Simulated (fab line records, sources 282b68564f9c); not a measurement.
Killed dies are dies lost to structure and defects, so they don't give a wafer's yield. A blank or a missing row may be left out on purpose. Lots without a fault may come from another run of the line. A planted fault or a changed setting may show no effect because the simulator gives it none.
Split-lot experiment | flow rit_cmos | 5 lots, 27 wafers read, on a route of 202 steps

THE SPLIT
At RIT_ACTIVE_ETCH_13 (etches Si3N4 in SF6, stops on SiO2, time 210 s, target depth 210 nm), the setting time_s was moved away from the recipe's 210 s on 12 of the 27 wafers read, by -59.9% to +32.6%. The other wafers ran this setting at the recipe's value.

The reading is taken at the split's own step.

THE READING
NOVOLAK_of_ACTIVE_COAT_06.thk_nm (the simulator's own value, which no gauge read), in nm, at RIT_ACTIVE_ETCH_13 (etches Si3N4 in SF6, stops on SiO2, time 210 s, target depth 210 nm). The file gives no usual value for it. The 15 wafers here that ran the recipe average 652.2 nm, standard deviation 6.7 nm.

wafer  | tool, chamber at the split | time_s as run, s | against the recipe | NOVOLAK_of_ACTIVE_COAT_06.thk_nm, nm | against lot-mates on the recipe
L078.1 | rie_diel-01, 3             | 156.1            | -25.7%             | 724.7                                | +67.6
L078.2 | rie_diel-01, 0             | 210              | recipe             | 654.9                                | -
L078.3 | rie_diel-01, 2             | 156.1            | -25.7%             | 717.2                                | +60.1
L078.4 | rie_diel-01, 1             | 210              | recipe             | 659.9                                | -
L078.5 | rie_diel-01, 2             | 210              | recipe             | 656.5                                | -
L078.6 | rie_diel-01, 3             | 156.1            | -25.7%             | 721.5                                | +64.4
L080.1 | rie_diel-02, 1             | 278.5            | +32.6%             | 595.8                                | -55.6
L080.2 | rie_diel-02, 2             | 210              | recipe             | 645.6                                | -
L080.3 | rie_diel-02, 3             | 210              | recipe             | 644.8                                | -
L080.4 | rie_diel-02, 3             | 278.5            | +32.6%             | 568.4                                | -83.0
L080.5 | rie_diel-02, 1             | 210              | recipe             | 663.8                                | -
L080.6 | rie_diel-02, 2             | 278.5            | +32.6%             | 573.1                                | -78.3
L082.3 | rie_diel-01, 1             | 210              | recipe             | 654.9                                | -
L082.4 | rie_diel-01, 0             | 210              | recipe             | 651.2                                | -
L082.6 | rie_diel-01, 2             | 210              | recipe             | 649.6                                | -
L084.1 | rie_diel-01, 1             | 154.5            | -26.4%             | 715.9                                | +60.8
L084.2 | rie_diel-01, 0             | 210              | recipe             | 651.6                                | -
L084.3 | rie_diel-01, 3             | 154.5            | -26.4%             | 721.9                                | +66.8
L084.4 | rie_diel-01, 2             | 154.5            | -26.4%             | 711.7                                | +56.6
L084.5 | rie_diel-01, 2             | 210              | recipe             | 649.5                                | -
L084.6 | rie_diel-01, 3             | 210              | recipe             | 664.3                                | -
L085.1 | rie_diel-02, 1             | 84.27            | -59.9%             | 793.5                                | +147.9
L085.2 | rie_diel-02, 0             | 210              | recipe             | 652.1                                | -
L085.3 | rie_diel-02, 2             | 84.27            | -59.9%             | 784.3                                | +138.7
L085.4 | rie_diel-02, 3             | 210              | recipe             | 642.8                                | -
L085.5 | rie_diel-02, 2             | 84.27            | -59.9%             | 788.4                                | +142.8
L085.6 | rie_diel-02, 3             | 210              | recipe             | 642                                  | -

THE FIT
A straight line over all 27 wafers: NOVOLAK_of_ACTIVE_COAT_06.thk_nm changes by -2.32 nm for each +1% of time_s; r = -0.99; the points scatter about the line by 7.8 nm.
The same after taking each lot's own level away (the mean of its wafers on the recipe; 27 wafers): -2.35 nm for each +1%; r = -0.99; scatter 6.6 nm.
On that fit, the largest move of time_s shifts the reading by 1.4e+02 nm.
The lots' own levels span 645.63 to 657.10 nm, that is 1.7 times the standard deviation above.
So the lot-to-lot level changes the slope little: the two slopes agree.
Check: with one of the wafers moved furthest among these (-59.9%) left out of the fit, the line predicts +140 nm for it against its lot-mates. It came out at +148 nm against them.

OTHER SPLITS ON THESE WAFERS
These wafers also went through other splits before the reading. Each is held against what the fit with the lots' levels taken away leaves over:
other split on the same wafers    | wafers away from the commonest value | r with NOVOLAK_of_ACTIVE_COAT_06.thk_nm (lot level and that fit taken away)
RIT_ACTIVE_OXIDATION_01 ox_time_s | 21                                   | +0.06

THE WHOLE CHAIN: every reading that the file lists as answering this split, in the file's order
step               | what it does                                                        | reading                                                                           | change (the file's fit)                                                              | r (the file's)
RIT_ACTIVE_ETCH_13 | etches Si3N4 in SF6, stops on SiO2, time 210 s, target depth 210 nm | NOVOLAK_of_ACTIVE_COAT_06.thk_nm (the simulator's own value, which no gauge read) | -2.36 nm for each +1% of the setting                                                 | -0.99
RIT_ACTIVE_ETCH_13 | etches Si3N4 in SF6, stops on SiO2, time 210 s, target depth 210 nm | etch.depth_nm (the simulator's own value, which no gauge read)                    | not straight: 85.19 at the lowest setting, 152.2 at the recipe, 153.9 at the highest | not given

THE FILE'S OWN FIT
NOVOLAK_of_ACTIVE_COAT_06.thk_nm changes by -2.36 nm for each +1% of time_s, r = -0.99.
